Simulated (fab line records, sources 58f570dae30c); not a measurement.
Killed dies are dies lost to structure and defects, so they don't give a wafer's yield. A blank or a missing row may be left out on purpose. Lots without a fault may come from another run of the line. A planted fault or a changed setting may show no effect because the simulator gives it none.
Split-lot experiment | flow berkeley_cmos170 | 5 lots, 23 wafers read, on a route of 331 steps

THE SPLIT
At UCB170_V2_ETCH_14 (etches SiO2 in CHF3/CF4/Ar, stops on Al, target depth 1250 nm, time 291 s), the setting rf_w was moved away from the recipe's 700 W on 5 of the 23 wafers read, by -9.3% to -5.9%. The other wafers ran this setting at the recipe's value.

The reading is taken at the split's own step.

THE READING
KrF_of_V2_COAT_07.thk_nm (the simulator's own value, which no gauge read), in nm, at UCB170_V2_ETCH_14 (etches SiO2 in CHF3/CF4/Ar, stops on Al, target depth 1250 nm, time 291 s). The file gives no usual value for it. The 18 wafers here that ran the recipe average 612.2 nm, standard deviation 4.5 nm.

wafer  | tool, chamber at the split | rf_w as run, W | against the recipe | KrF_of_V2_COAT_07.thk_nm, nm | against lot-mates on the recipe
L077.2 | rie_diel-01, 2             | 700            | recipe             | 603.5                        | -
L077.4 | rie_diel-01, 1             | 700            | recipe             | 606.7                        | -
L077.5 | rie_diel-01, 2             | 700            | recipe             | 605.7                        | -
L076.1 | rie_diel-03, 3             | 700            | recipe             | 614.3                        | -
L076.2 | rie_diel-03, 0             | 700            | recipe             | 611.7                        | -
L076.3 | rie_diel-03, 1             | 658.8          | -5.9%              | 613.9                        | +0.9
L076.4 | rie_diel-03, 2             | 658.8          | -5.9%              | 619.5                        | +6.5
L076.5 | rie_diel-03, 3             | 658.8          | -5.9%              | 619.2                        | +6.2
L075.1 | rie_diel-01, 3             | 634.8          | -9.3%              | 630.3                        | +22.9
L075.2 | rie_diel-01, 1             | 700            | recipe             | 607.6                        | -
L075.3 | rie_diel-01, 2             | 700            | recipe             | 607.7                        | -
L075.4 | rie_diel-01, 3             | 634.8          | -9.3%              | 626.4                        | +19.0
L075.5 | rie_diel-01, 1             | 700            | recipe             | 607                          | -
L078.2 | rie_diel-03, 0             | 700            | recipe             | 616.5                        | -
L078.3 | rie_diel-03, 2             | 700            | recipe             | 616                          | -
L078.4 | rie_diel-03, 3             | 700            | recipe             | 615                          | -
L078.5 | rie_diel-03, 2             | 700            | recipe             | 619.4                        | -
L078.6 | rie_diel-03, 1             | 700            | recipe             | 612.6                        | -
L083.1 | rie_diel-02, 1             | 700            | recipe             | 612.3                        | -
L083.2 | rie_diel-02, 2             | 700            | recipe             | 616.6                        | -
L083.4 | rie_diel-02, 3             | 700            | recipe             | 615.1                        | -
L083.5 | rie_diel-02, 1             | 700            | recipe             | 615.8                        | -
L083.6 | rie_diel-02, 2             | 700            | recipe             | 615.7                        | -

THE FIT
A straight line over all 23 wafers: KrF_of_V2_COAT_07.thk_nm changes by -1.45 nm for each +1% of rf_w; r = -0.72; the points scatter about the line by 4.6 nm.
The same after taking each lot's own level away (the mean of its wafers on the recipe; 23 wafers): -1.74 nm for each +1%; r = -0.87; scatter 3.2 nm.
On that fit, the largest move of rf_w shifts the reading by 16 nm.
The lots' own levels span 605.30 to 615.90 nm, that is 2.3 times the standard deviation above.
So the lot-to-lot level blurs the effect unless lot-mates are compared.
Check: with one of the wafers moved furthest among these (-9.3%) left out of the fit, the line predicts +12.6 nm for it against its lot-mates. It came out at +22.9 nm against them.

OTHER SPLITS ON THESE WAFERS
These wafers also went through other splits before the reading. Each is held against what the fit with the lots' levels taken away leaves over:
other split on the same wafers | wafers away from the commonest value | r with KrF_of_V2_COAT_07.thk_nm (lot level and that fit taken away)
UCB170_V1_ETCH_14 time_s       | 5                                    | +0.24
UCB170_M2_PEB_13 peb_temp_c    | 9                                    | +0.39
UCB170_M2_METAL_ETCH_18 icp_w  | 10                                   | +0.05

THE WHOLE CHAIN: every reading that the file lists as answering this split, in the file's order
step               | what it does                                                              | reading                                                                   | change (the file's fit)              | r (the file's)
UCB170_V2_ETCH_14  | etches SiO2 in CHF3/CF4/Ar, stops on Al, target depth 1250 nm, time 291 s | KrF_of_V2_COAT_07.thk_nm (the simulator's own value, which no gauge read) | -1.83 nm for each +1% of the setting | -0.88
UCB170_V2_STRIP_15 | strips in O2                                                              | strip_time_to_endpoint_s                                                  | withheld for each +1% of the setting | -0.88

THE FILE'S OWN FIT
KrF_of_V2_COAT_07.thk_nm changes by -1.83 nm for each +1% of rf_w, r = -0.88.
